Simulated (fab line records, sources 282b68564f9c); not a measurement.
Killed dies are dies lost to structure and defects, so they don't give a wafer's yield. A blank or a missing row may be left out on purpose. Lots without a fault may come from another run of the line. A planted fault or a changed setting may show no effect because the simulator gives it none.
Which tool did it? | flow rit_cmos | 13 lots, 39 wafers sampled, at 2 steps of a route of 202

WHAT THE GAUGES READ, wafer by wafer
The record holds no reading of a measuring or inspecting step that can be judged against a usual standard deviation.

WHICH TOOL RAN EACH LOT (tool, then ch and the chambers of the sampled wafers, then the start)
lot  | RIT_FOX1_OXIDATION_00        | RIT_M1_PROBE_99
L557 | furnace-01 ch 0, day 1 15:38 | prober-01, day 3 10:02
L558 | furnace-01 ch 0, day 1 22:35 | prober-02, day 3 19:02
L559 | furnace-01 ch 0, day 2 04:59 | prober-01, day 3 23:47
L560 | furnace-01 ch 0, day 2 07:47 | prober-02, day 4 03:17
L561 | furnace-04 ch 0, day 2 13:07 | prober-01, day 4 07:01
L568 | furnace-01 ch 0, day 3 22:52 | prober-02, day 5 16:38
L569 | furnace-01 ch 0, day 4 04:13 | prober-02, day 5 21:43
L573 | furnace-03 ch 0, day 5 00:55 | prober-02, day 6 19:44
L575 | furnace-04 ch 0, day 5 09:50 | prober-02, day 7 02:28
L576 | furnace-03 ch 0, day 5 15:13 | prober-01, day 7 09:40
L577 | furnace-04 ch 0, day 5 19:40 | prober-02, day 7 14:46
L579 | furnace-04 ch 0, day 6 05:47 | prober-02, day 8 02:26
L580 | furnace-04 ch 0, day 6 10:48 | prober-01, day 8 07:12
- RIT_FOX1_OXIDATION_00: target thk 350.7 nm, ox time 1130 s.
- RIT_M1_PROBE_99

WHAT THE TOOLS THEMSELVES READ (means of the sampled wafers that have a number; where no wafer has one, the mark that the record gives instead)
RIT_FOX1_OXIDATION_00. Usual: ox_temp_c_max 1112.1, standard deviation 1.9; zone_power_load_pct 42.5 %, standard deviation 2.
lot  | tool       | ox_temp_c_max | zone_power_load_pct (%) | flag
L557 | furnace-01 | 1110.7        | 44.3                    |
L558 | furnace-01 | 1110.9        | 43.9                    |
L559 | furnace-01 | 1110.7        | 44.4                    |
L560 | furnace-01 | 1110.9        | 44.1                    |
L561 | furnace-04 | 1112.4        | 41.5                    |
L568 | furnace-01 | 1109.9        | 44.1                    |
L569 | furnace-01 | 1110.0        | 44.0                    |
L573 | furnace-03 | 1114.9        | 39.1                    |
L575 | furnace-04 | 1113.8        | 41.6                    |
L576 | furnace-03 | 1115.6        | 39.0                    |
L577 | furnace-04 | 1112.2        | 41.9                    |
L579 | furnace-04 | 1112.9        | 41.7                    |
L580 | furnace-04 | 1111.7        | 41.6                    |

RIT_M1_PROBE_99. Usual: killed_at_contacts 0.1, standard deviation 0.25; killed_at_front_end 6.3, standard deviation 2.9; killed_dies 6.4, standard deviation 2.9; killed_on_rim 1.7, standard deviation 1.4; killed_open 3.3, standard deviation 2.1; killed_short 3.1, standard deviation 1.7.
lot  | tool      | killed_at_contacts | killed_at_front_end | killed_dies | killed_on_rim | killed_open | killed_short | flag
L557 | prober-01 | 0.0                | 6.7                 | 6.7         | 2.0           | 3.3         | 3.3          |
L558 | prober-02 | 0.0                | 5.3                 | 5.3         | 0.7           | 2.0         | 3.3          |
L559 | prober-01 | 0.0                | 5.7                 | 5.7         | 2.3           | 2.7         | 2.7          |
L560 | prober-02 | 0.0                | 8.0                 | 8.0         | 1.0           | 4.0         | 3.3          |
L561 | prober-01 | 0.7                | 4.3                 | 5.0         | 1.0           | 2.7         | 2.3          |
L568 | prober-02 | 0.0                | 138.0               | 138.0       | 34.3          | 1.7         | 3.3          | OFF
L569 | prober-02 | 0.3                | 138.7               | 139.0       | 39.3          | 3.3         | 2.0          | OFF
L573 | prober-02 | 0.0                | 7.0                 | 7.0         | 1.7           | 4.3         | 2.7          |
L575 | prober-02 | 0.0                | 6.3                 | 6.3         | 1.3           | 3.3         | 3.0          |
L576 | prober-01 | 0.0                | 7.3                 | 7.3         | 2.0           | 4.7         | 2.7          |
L577 | prober-02 | 0.0                | 4.3                 | 4.3         | 0.7           | 1.3         | 3.0          |
L579 | prober-02 | 0.3                | 6.3                 | 6.7         | 2.7           | 4.0         | 2.7          |
L580 | prober-01 | 0.0                | 5.3                 | 5.3         | 1.3           | 2.7         | 2.3          |

THE ANSWER, worked out from the rows above alone
Rule: a lot is off if the mean of its wafers that have a number lies more than 3 standard deviations from the usual mean. A lot without any number at a reading at which 4 lots or more have one is off too. The other lots that the step has rows for count as sound. The gauges are gone through in route order, then the tools' own readings, and for those a lot's mean is taken as printed above. The first step at which some lot is off is used, and at that step the reading that is off furthest; a lot without a number counts as furthest.
Off: L568, L569, at RIT_M1_PROBE_99 (killed_dies).
A tool fits if, at that step or a process step before it, it ran every lot that is off, and no sound lot after the first of them. One fits: furnace-01 at RIT_FOX1_OXIDATION_00. Its last sound lot is L560 (day 2 07:47), its first lot that is off L568 (day 3 22:52): a fault that began between those two fits.

WHAT THE SIMULATOR HAD PUT IN
Chamber particle source: furnace-01, from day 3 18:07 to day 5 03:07, at RIT_FOX1_OXIDATION_00. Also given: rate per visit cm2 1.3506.
Lots struck among those shown: L568, L569. The rule above found the same.
